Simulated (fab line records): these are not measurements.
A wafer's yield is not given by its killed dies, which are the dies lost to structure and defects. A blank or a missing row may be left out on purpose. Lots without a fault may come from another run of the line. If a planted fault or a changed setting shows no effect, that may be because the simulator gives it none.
fab line records | flow ritCmos | part 2 of 2: steps 35 to 46 of 46
[record] lots = 5 wafers = 15 lastDay = 7
route steps=202 shown PWELL@43 WELLDRIVE@50 NWELL@51 NRETRO@53 PRETRO@64 GATE@75 FOX2@80
lots that met no fault: from a run of the same line without faults
startH: start of the lot's first displayed wafer, in hours after the record's first day | waitH: time in hours since the lot's previous step | " as in the row above | L1.1+2: a row that stands for several wafers | - either no value or no given start | * or withheld: withheld | < > ~ a bound
route shown NAME@n: a module of which the file shows steps, and the number in the route of the first | usual: mean/standard deviation of fault-free wafers | same: alike in all rows | chamber/n: place in a boat | sites: each site's reading | _std_site: the standard deviation of these | _edge_site: outer sites' mean less inner sites' | radiusMm: for every site, how far away it sits from the centre of the wafer | mask NAME#n: copy n | behind: the most recent tool/chamber to have shaped the wafer | hold: what put the lot on hold/how long, in hours/how the hold closed | device: names the non-switching transistor (n, p or np) | end of line: the tests these same wafers got at the end of their route | a step without rows: its recipe alone | killed: dies lost to structure and defects at the first sort, not the wafer's yield | map: per-die view of a wafer (x killed, . not killed, _ where there is no die)
set.NAME: the run value of the setting; set.NAME@STEP: its run value at that earlier step | model.NAME: the simulator's own value behind a step, which no gauge read
certain route steps with their lots: each step a table, each wafer a row
services: when a tool's chamber went out of use (startH, in hours from the record's first day, below 0 if earlier), for how many hours, and the reason
[[steps]]
[step RIT_GATE_CLEAN_02]
[recipe] chemistry = dHF dilution = 50:1 timeS = 30.96
// columns lot.wafer tool chamber startH waitH
L077.1+2+6 wetBench-03 3 48.08 0.0
L084.3+4+5 wetBench-03 2 82.43 0.0
L086.1+4+5 wetBench-03 3 91.79 0.0
L089.1+3+4 wetBench-01 0 107.62 0.0
L094.3+4+6 wetBench-02 0 132.01 0.0
[step RIT_GATE_CLEAN_03]
[recipe] chemistry = SC2 mix = 3:3:50 timeS = 600 tempC = 75 dry = n2Spin
// columns lot.wafer tool chamber startH waitH
L077.1+2+6 wetBench-01 3 48.09 0.0
L084.3+4+5 wetBench-01 2 82.45 0.0
L086.1+4+5 wetBench-02 2 91.81 0.0
L089.1+3+4 wetBench-02 2 107.63 0.0
L094.3+4+6 wetBench-03 3 132.03 0.0
[step RIT_GATE_CLEAN_04]
[recipe] chemistry = dHF dilution = 50:1 timeS = 60 dry = n2Spin
// columns lot.wafer tool chamber startH waitH
L077.1+2+6 wetBench-02 2 48.27 0.0
L084.3+4+5 wetBench-02 3 82.62 0.0
L086.1+4+5 wetBench-01 3 92.01 0.0
L089.1+3+4 wetBench-03 3 107.81 0.0
L094.3+4+6 wetBench-02 3 132.22 0.0
[step RIT_FOX2_THK_MEAS_91]
[recipe] reads = SiO2_of_FOX2_OXIDATION_00
[usual] FIELD_OXIDE_LEFT_2_THK = 257/7.2
// columns lot.wafer tool chamber startH waitH FIELD_OXIDE_LEFT_2_THK[nm]
L077.1 filmMetro-01 - 48.32 0.0 260
L077.2 " - " " 259
L077.6 " - " " 265
L084.3 filmMetro-04 - 82.67 0.0 256
L084.4 " - " " 256
L084.5 " - " " 255
L086.1 filmMetro-03 - 92.04 0.0 256
L086.4 " - " " 251
L086.5 " - " " 254
L089.1 filmMetro-03 - 107.83 0.0 254
L089.3 " - " " 249
L089.4 " - " " 254
L094.3 filmMetro-01 - 132.26 0.0 263
L094.4 " - " " 259
L094.6 " - " " 257
[step RIT_GATE_OXIDATION_05]
[recipe] tempC = 900 ambient = O2 targetThkA = 30 oxTimeS = 270
[usual] spikeTcLoadC = 925/4.5
[same] oxTimeS = 270
// columns lot.wafer tool chamber startH waitH spikeTcLoadC
L077.1 furnace-04 0 48.38 0.1 932
L077.2 " 0 " " 931
L077.6 " 0 " " 931
L084.3 furnace-01 0 83.30 0.6 922
L084.4 " 0 " " 919
L084.5 " 0 " " 919
L086.1 furnace-02 0 92.10 0.1 925
L086.4 " 0 " " 923
L086.5 " 0 " " 925
L089.1 furnace-04 0 108.47 0.6 932
L089.3 " 0 " " 932
L089.4 " 0 " " 929
L094.3 furnace-02 0 132.30 0.0 925
L094.4 " 0 " " 926
L094.6 " 0 " " 926
[step RIT_GATE_ANNEAL_06]
[recipe] tempC = 900 timeS = 600 ambient = N2O
[usual] spikeTcLoadC = 923/3.4
// columns lot.wafer tool chamber startH waitH spikeTcLoadC
L077.1 furnace-02 0 49.45 0.0 925
L077.2 " 0 " " 925
L077.6 " 0 " " 924
L084.3 furnace-01 0 84.37 0.0 920
L084.4 " 0 " " 919
L084.5 " 0 " " 919
L086.1 furnace-01 0 93.17 0.0 919
L086.4 " 0 " " 920
L086.5 " 0 " " 920
L089.1 furnace-01 0 109.55 0.0 919
L089.3 " 0 " " 918
L089.4 " 0 " " 919
L094.3 furnace-01 0 133.38 0.0 920
L094.4 " 0 " " 920
L094.6 " 0 " " 919
[step RIT_GATE_THK_MEAS_07]
[recipe] reads = SiO2_of_GATE_OXIDATION_05
[usual] GATE_OXIDE_THK = 3.03/0.066
// columns lot.wafer tool chamber startH waitH GATE_OXIDE_THK[nm]
L077.1 filmMetro-01 - 49.70 0.0 2.92
L077.2 " - " " 2.94
L077.6 " - " " 2.87
L084.3 filmMetro-04 - 84.64 0.0 3.06
L084.4 " - " " 3.04
L084.5 " - " " 2.96
L086.1 filmMetro-01 - 93.42 0.0 2.98
L086.4 " - " " 2.99
L086.5 " - " " 3.03
L089.1 filmMetro-03 - 109.80 0.0 3.14
L089.3 " - " " 3.13
L089.4 " - " " 3.09
L094.3 filmMetro-03 - 133.65 0.0 3.08
L094.4 " - " " 2.99
L094.6 " - " " 3.03
[step RIT_GATE_CVD_08]
[recipe] material = poly-Si targetThkNm = 250 tempC = 610 precursor = SiH4 timeS = 2220 pressureMtorr = 300 sih4FlowSccm = 100
[usual] spikeTcLoadC = 634.0/1.6
// columns lot.wafer tool chamber startH waitH spikeTcLoadC
L077.1 lpcvd-01 1 50.81 1.1 631.7
L077.2 " 1 " " 632.5
L077.6 " 1 " " 632.5
L084.3 lpcvd-01 1 84.68 0.0 632.3
L084.4 " 1 " " 631.4
L084.5 " 1 " " 633.2
L086.1 lpcvd-01 0 93.48 0.1 634.1
L086.4 " 0 " " 634.5
L086.5 " 0 " " 631.7
L089.1 lpcvd-01 0 109.86 0.1 633.1
L089.3 " 0 " " 632.9
L089.4 " 0 " " 630.9
L094.3 lpcvd-02 1 133.69 0.0 631.8
L094.4 " 1 " " 635.1
L094.6 " 1 " " 635.4
[step RIT_GATE_THK_MEAS_09]
[recipe] reads = poly-Si_of_GATE_CVD_08
[usual] GATE_POLY_THK = 249.8/1.9
// columns lot.wafer tool chamber startH waitH GATE_POLY_THK[nm]
L077.1 filmMetro-04 - 52.43 0.0 247.3
L077.2 " - " " 244.2
L077.6 " - " " 245.6
L084.3 filmMetro-03 - 86.32 0.0 250.1
L084.4 " - " " 249.1
L084.5 " - " " 250.1
L086.1 filmMetro-01 - 95.10 0.0 249.5
L086.4 " - " " 248.6
L086.5 " - " " 249.6
L089.1 filmMetro-03 - 111.47 0.0 248.6
L089.3 " - " " 248.8
L089.4 " - " " 249.4
L094.3 filmMetro-01 - 136.13 0.0 252.3
L094.4 " - " " 250.5
L094.6 " - " " 251.9
[step RIT_GATE_HMDS_10]
[recipe] primeTimeS = 60 primeTempC = 140
[usual] primeTempC = 139.99/0.14
// columns lot.wafer tool chamber startH waitH primeTempC
L077.1 lithoTrack-03 0 52.56 0.1 140.16
L077.2 " 0 " " 139.91
L077.6 " 0 " " 139.93
L084.3 lithoTrack-04 0 86.41 0.1 139.93
L084.4 " 0 " " 139.97
L084.5 " 0 " " 139.78
L086.1 lithoTrack-03 0 95.16 0.1 139.93
L086.4 " 0 " " 139.82
L086.5 " 0 " " 139.95
L089.1 lithoTrack-03 0 111.53 0.1 140.02
L089.3 " 0 " " 140.09
L089.4 " 0 " " 140.14
L094.3 lithoTrack-02 0 136.22 0.1 140.08
L094.4 " 0 " " 140.14
L094.6 " 0 " " 139.97
[step RIT_GATE_COAT_11]
[recipe] resist = NOVOLAK spinRpm = 4250 resistThkNm = 850
// columns lot.wafer tool chamber startH waitH
L077.1+2+6 lithoTrack-03 0 52.71 0.1
L084.3+4+5 lithoTrack-04 0 86.56 0.1
L086.1+4+5 lithoTrack-03 0 95.31 0.1
L089.1+3+4 lithoTrack-03 0 111.68 0.1
L094.3+4+6 lithoTrack-02 0 136.37 0.1
[step RIT_GATE_SOFTBAKE_12]
[recipe] resist = NOVOLAK tempC = 90 timeS = 62
[usual] plateSensorTCentreC = 90.968/0.0097 plateSensorTEdgeC = 91.021/0.01
// columns lot.wafer tool chamber startH waitH plateSensorTCentreC plateSensorTEdgeC
L077.1 lithoTrack-03 0 52.86 0.1 90.975 91.007
L077.2 " 0 " " 90.956 91.043
L077.6 " 0 " " 90.961 91.026
L084.3 lithoTrack-04 0 86.71 0.1 90.946 91.021
L084.4 " 0 " " 90.952 91.018
L084.5 " 0 " " 90.968 91.012
L086.1 lithoTrack-03 0 95.46 0.1 90.965 91.041
L086.4 " 0 " " 90.972 91.026
L086.5 " 0 " " 90.989 91.034
L089.1 lithoTrack-03 0 111.83 0.1 90.959 91.015
L089.3 " 0 " " 90.972 91.024
L089.4 " 0 " " 90.965 91.010
L094.3 lithoTrack-02 0 136.52 0.1 90.977 91.030
L094.4 " 0 " " 90.948 91.023
L094.6 " 0 " " 90.972 91.027
[[services]]
// columns tool chamber startH hours kind
furnace-01 - 23.50 4.1 pm
implanter-01 - 23.73 1.5 repair
plasmaAsher-01 - 26.35 2.8 pm
furnace-01 - 32.05 13.9 pm
plasmaAsher-04 - 38.69 1.9 repair
ilineStepper-02 - 39.99 1.7 pm
plasmaAsher-04 - 55.52 12.9 repair
ilineStepper-01 - 57.26 2.1 pm
ilineStepper-01 - 59.34 - consumableReplace:lamp
plasmaAsher-01 - 61.46 1.8 repair
lpcvd-02 - 61.97 1.0 repair
implanter-01 - 87.70 0.8 repair
implanter-01 - 96.47 4.0 repair
plasmaAsher-03 - 96.68 6.2 repair
plasmaAsher-02 - 108.75 9.0 pm
plasmaAsher-02 0 108.75 9.0 ventCycle
plasmaAsher-02 1 108.75 9.0 ventCycle
plasmaAsher-02 0 117.75 - clean
plasmaAsher-02 1 117.75 - clean
implanter-01 - 118.44 5.3 repair
implanter-03 - 123.77 4.4 pm
implanter-03 - 124.83 2.8 repair
plasmaAsher-01 - 128.92 8.7 repair
